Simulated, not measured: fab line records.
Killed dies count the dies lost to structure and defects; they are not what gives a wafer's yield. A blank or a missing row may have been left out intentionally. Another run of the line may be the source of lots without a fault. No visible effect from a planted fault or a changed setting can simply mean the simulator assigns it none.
Split-lot trial ; flow rit cmos ; on a route of 202 steps: 5 lots, 23 wafers read

== THE SPLIT ==
At RIT_PLDD_COAT_01 (resist thk 1000 nm), the setting spin rpm was moved away from the recipe's 3250 rpm on 9 of the 23 wafers read, by +3.2% to +4.8%. The other wafers ran this setting at the recipe's value.

== FROM THE SPLIT TO THE READING: what the file shows between them, 3 steps ==
- RIT_PLDD_SOFTBAKE_02: time 60 s
- RIT_PLDD_EXPOSE_03: exposes mask M8, target cd 40900 nm
- RIT_PLDD_DEVELOP_05: develop time 50 s

== THE READING ==
NOVOLAK_of_PLDD_COAT_01.thk nm (the simulator's own value, which no gauge read), in nm, at RIT_PLDD_HARDBAKE_07 (time 60 s). No usual value for it is given in the file. Here, 14 wafers ran the recipe; their average is 886.1 nm with a standard deviation of 1.7 nm.

wafer;tool, chamber at the split;spin rpm as run, rpm;against the recipe;NOVOLAK_of_PLDD_COAT_01.thk nm, nm;against lot-mates on the recipe
L080.1;litho track-01, 0;3250;recipe;886.4;-
L080.2;litho track-01, 0;3407;+4.8%;866.3;-20.7
L080.3;litho track-01, 0;3250;recipe;887.5;-
L080.4;litho track-01, 0;3407;+4.8%;867.9;-19.1
L080.6;litho track-01, 0;3407;+4.8%;865.2;-21.8
L081.1;litho track-01, 0;3250;recipe;885.8;-
L081.2;litho track-01, 0;3394;+4.4%;868.4;-17.6
L081.3;litho track-01, 0;3394;+4.4%;866.2;-19.8
L081.4;litho track-01, 0;3394;+4.4%;869.8;-16.2
L081.5;litho track-01, 0;3250;recipe;886.1;-
L083.1;litho track-03, 0;3250;recipe;888.4;-
L083.2;litho track-03, 0;3250;recipe;886.7;-
L083.4;litho track-03, 0;3250;recipe;886.7;-
L083.5;litho track-03, 0;3250;recipe;886.3;-
L083.6;litho track-03, 0;3250;recipe;886.3;-
L084.3;litho track-04, 0;3250;recipe;887.2;-
L084.4;litho track-04, 0;3250;recipe;886.5;-
L084.6;litho track-04, 0;3250;recipe;886.8;-
L085.2;litho track-01, 0;3354;+3.2%;870.3;-11.9
L085.3;litho track-01, 0;3250;recipe;882.2;-
L085.4;litho track-01, 0;3354;+3.2%;868.7;-13.5
L085.5;litho track-01, 0;3250;recipe;882.1;-
L085.6;litho track-01, 0;3354;+3.2%;870.6;-11.6

FIT RESULTS
A straight line over all 23 wafers: NOVOLAK_of_PLDD_COAT_01.thk nm changes by -4.21 nm for each +1% of spin rpm; r = -0.98; the points scatter about the line by 1.9 nm.
The same after taking each lot's own level away (the mean of its wafers on the recipe; 23 wafers): -4.1 nm for each +1%; r = -0.99; scatter 0.98 nm.
That fit puts the effect of the largest move of spin rpm on the reading at 20 nm.
The span of the lots' own levels, 882.15 to 886.95 nm, comes to 2.8 times the standard deviation stated above.
Hence the lot-to-lot level has little effect on the slope; both slopes agree.
Check: with one of the wafers moved furthest among these (+4.8%) left out of the fit, the line predicts -19.6 nm for it against its lot-mates. Against them it came out at -20.7 nm.

== THE OTHER SPLITS THESE WAFERS WENT THROUGH ==
Before the reading, these wafers also passed through other splits. Each is held against what the fit with the lots' levels taken away leaves over:
other split on the same wafers;wafers away from the commonest value;r with NOVOLAK_of_PLDD_COAT_01.thk nm (lot level and that fit taken away)
RIT_PRETRO_SOFTBAKE_02 time s;10;-0.01
RIT_GATE_OXIDATION_05 ox time s;15;+0.25
RIT_GATE_SOFTBAKE_12 temp c;6;+0.00
RIT_GATE_EXPOSE_13 dose mj;7;+0.37

== THE WHOLE CHAIN: every reading that the file lists as answering this split, in the file's order ==
step;what it does;reading;change (the file's fit);r (the file's)
RIT_PLDD_COAT_01;resist thk 1000 nm;NOVOLAK_of_PLDD_COAT_01.thk nm (the simulator's own value, which no gauge read);-4.66 nm for each +1% of the setting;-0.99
RIT_PLDD_HARDBAKE_07;time 60 s;NOVOLAK_of_PLDD_COAT_01.thk nm (the simulator's own value, which no gauge read);-4.08 nm for each +1% of the setting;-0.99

== FILE'S OWN FIT ==
NOVOLAK_of_PLDD_COAT_01.thk nm changes by -4.08 nm for each +1% of spin rpm, r = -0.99.
